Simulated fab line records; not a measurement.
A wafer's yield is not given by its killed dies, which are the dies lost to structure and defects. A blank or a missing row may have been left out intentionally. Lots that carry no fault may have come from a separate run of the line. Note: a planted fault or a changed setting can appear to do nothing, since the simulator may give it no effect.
8D (eight disciplines) problem report, filled in by code ; flow berkeley-cmos170 ; the parts of the form that need people (team, actions taken, sign-off) are left out

== 1. WHAT IS WRONG ==
NVT_TW at UCB170_NVT_TW_MEAS_09 reads a mean of 494 on 6 wafers of 2 lots; wafers without a fault read 527 with a standard deviation of 4.4. That is -7.5 standard deviations from the usual mean.
First seen on wafer L412.1, day 8 02:04, on film-metro-03. The record has a number at this step for 42 wafers belonging to 14 lots. Rule for "out", or "out of limits": more than 4 standard deviations from the usual mean. The other wafers with a number count as sound.

== 2. WHAT IT IS AND WHAT IT IS NOT ==
question;is;is not
which readings at this step;NVT_TW;-
which lots;L412, L413;L399, L401, L402, L404, L406, L407, L408, L409, L410, L411, L420, L421
which wafers of those lots;all that have a number;-
read on which gauges;film-metro-03, film-metro-04;film-metro-01
when;from day 8 02:04;"up to then (27 sound wafers); but 9 sound wafers of L411, L420, L421 came after"

== 3. WHAT RULES OUT EACH SUSPECT ==
Counting: a tool stays on the suspect list if, at a process step up to the reading, it processed all lots that are out and no sound lot following the first of them.
- the gauge at UCB170_NVT_TW_MEAS_09 is ruled out. 2 gauges (film-metro-03, film-metro-04) read the wafers that are out.
- implanter-01 at UCB170_NVT_IMPLANT_07: kept. Every lot that is out went through it, starting with L412 (day 8 01:49), and after that it ran no sound lot; the last sound lot it ran before then is L409 (day 7 21:58). Out on those wafers are its own readings of beam-energy-keV.
Remaining after the count: implanter-01 at UCB170_NVT_IMPLANT_07.

== 4. THE CAUSE (what the simulator had put in) ==
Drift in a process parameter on implanter-01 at UCB170_NVT_IMPLANT_07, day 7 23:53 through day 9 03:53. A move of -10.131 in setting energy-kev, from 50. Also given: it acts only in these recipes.
Counting left only this tool.

== 5. SEQUENCE OF EFFECTS, ordered by route ==
Rows list readings where the struck wafers' mean (over those with a number) sits beyond 3 standard deviations from the usual. Only readings whose record carries a usual standard deviation are examined. hours: median over the lots of the time between each lot's start at the first step of this table that gives one and its start at this step. sigmas: the change, counted in usual standard deviations.
hours;step;reading;usual;on struck wafers;change;sigmas
0;UCB170_NVT_IMPLANT_07;beam-energy-keV;50.002;39.875;-10.127;-99 or more
0;UCB170_NVT_TW_MEAS_09;NVT_TW;527;494;-33;-7.5
The process steps in it:
- UCB170_NVT_IMPLANT_07

== 6. HOW IT WOULD HAVE BEEN CAUGHT EARLIER ==
2 hours passed between the start of the fault at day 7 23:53 and the first reading out of limits at a measuring or inspecting step in this record, taken at day 8 02:04.
Tool's own readings at UCB170_NVT_IMPLANT_07, beam-energy-keV: out on all struck wafers the step has rows for; an alarm limit on them would have tripped on the first.
Among the 2 lots that are out, L413 began UCB170_NVT_IMPLANT_07 on implanter-01 after day 8 02:04. It would have been spared by a hold on the tool at that moment.
